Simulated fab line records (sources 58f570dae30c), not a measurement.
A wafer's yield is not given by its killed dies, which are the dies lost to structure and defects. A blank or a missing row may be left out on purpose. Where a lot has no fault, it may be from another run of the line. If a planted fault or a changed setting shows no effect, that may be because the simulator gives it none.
Comparing a struck lot with a sound one -- flow berkeley-cmos170 -- 16 steps out of a route of 331
Sound: the wafers L205.2, L205.5, L205.6. The struck wafers were L211.1, L211.2, L211.3. Last of all comes the cause.
Order at every step that has rows: each side's tool, ch and its chambers, its first start. Under that, the readings that differ: sound wafers -- struck wafers -- difference of the means -- sigmas: that difference in standard deviations of wafers without a fault.
alike: same words and numbers on both sides, and readings whose means sit less than 2 such deviations apart. not compared: any withheld reading, any reading some wafer has no value for, any bound like >300 that may hide the same value, and any number with overlapping values for which the record gives no deviation.
The two part at a step that has a row with sigmas, a row that says differs or no value, or rows on one side only. Non-overlapping numbers with no deviation appear without sigmas and do not part them. A reading missing from all wafers of one side parts the sides only when that side holds two or more wafers.

UCB170_ACTIVE_OVL_MEAS_14:
  sound on overlay-01, day 6 13:46; struck on overlay-01, day 7 23:34
  alike: ACTIVE_OVL
UCB170_ACTIVE_ETCH_15: etches Si3N4 in CH3F/Ar/O2, stops on SiO2, target depth 242 nm, time 151 s.
  sound on rie-diel-03 ch 2,3, day 6 13:48; struck on rie-diel-01 ch 0,1,2, day 7 23:36
  alike: drypump-motor-current-A, oes-product-au, throttle-valve-pct
  not compared: rf-hours-counter-h
UCB170_ACTIVE_STRIP_16: strips in O2.
  sound on plasma-asher-02 ch 0,1, day 6 13:54; struck on plasma-asher-01 ch 0,1, day 7 23:43
  alike: drypump-motor-current-A, o2-flow-sccm, oes-product-au, strip-time-to-endpoint-s
  not compared: rf-hours-counter-h
UCB170_ACTIVE_CD_MEAS_90: the cd target is 1200 nm.
  sound on cd-sem-01, day 6 14:01; struck on cd-sem-02, day 7 23:49
  alike: cd-nm
then, 7 steps without rows for these wafers: UCB170_ACTIVE_CLEAN_17 (cleans in SPM, time 600 s); UCB170_PFIELD_HMDS_00 (prime time 60 s); UCB170_PFIELD_COAT_01 (resist thk 900 nm); UCB170_PFIELD_SOFTBAKE_02 (time 60 s); UCB170_PFIELD_EXPOSE_03 (exposes mask PFIELD, target cd 1500 nm); UCB170_PFIELD_PEB_04; UCB170_PFIELD_DEVELOP_05 (develop time 45 s).
UCB170_PFIELD_OVL_MEAS_06:
  sound on overlay-01, day 6 17:38; struck on overlay-02, day 8 02:17
  alike: PFIELD_OVL
UCB170_PFIELD_IMPLANT_07:
  sound on implanter-04 ch 0, day 6 17:41; struck on implanter-04 ch 0, day 8 02:19
reading,sound,struck,difference,sigmas
dose-ions-cm2,2.0018e+13 2.002e+13 1.9994e+13,1.2671e+13 1.2619e+13 1.2683e+13,-7.3530e+12,-99 or more
faraday-current-uA,62.6 62.9 62.0,40.3 39.8 40.6,-22.3,-17
UCB170_PFIELD_STRIP_08: strips in O2.
  sound on plasma-asher-03 ch 0,1, day 6 17:49; struck on plasma-asher-01 ch 0,1, day 8 02:28
  alike: drypump-motor-current-A, o2-flow-sccm, oes-product-au, strip-time-to-endpoint-s
  not compared: rf-hours-counter-h
UCB170_PFIELD_TW_MEAS_09:
  sound on film-metro-03, day 6 17:55; struck on film-metro-02, day 8 02:48
reading,sound,struck,difference,sigmas
PFIELD_TW,599 597 601,518 523 519,-79,-19
  not compared: hold
-- the record jumps here: 4 days lie between the struck wafers' starts before and after (it left off in module PFIELD and takes up again in module M3, whose first step shown is number 331 of the route) --
UCB170_M3_PROBE_99:
  only the struck wafers here have rows in the record (prober-02, day 11 18:22); the sound ones have none

== WHERE THEY PART ==
At UCB170_PFIELD_IMPLANT_07 first; at UCB170_M3_PROBE_99 last (within this record only).

WHY: what had been put in by the simulator
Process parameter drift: implanter-04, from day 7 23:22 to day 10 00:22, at UCB170_PFIELD_IMPLANT_07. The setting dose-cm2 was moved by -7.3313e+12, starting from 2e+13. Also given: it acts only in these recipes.
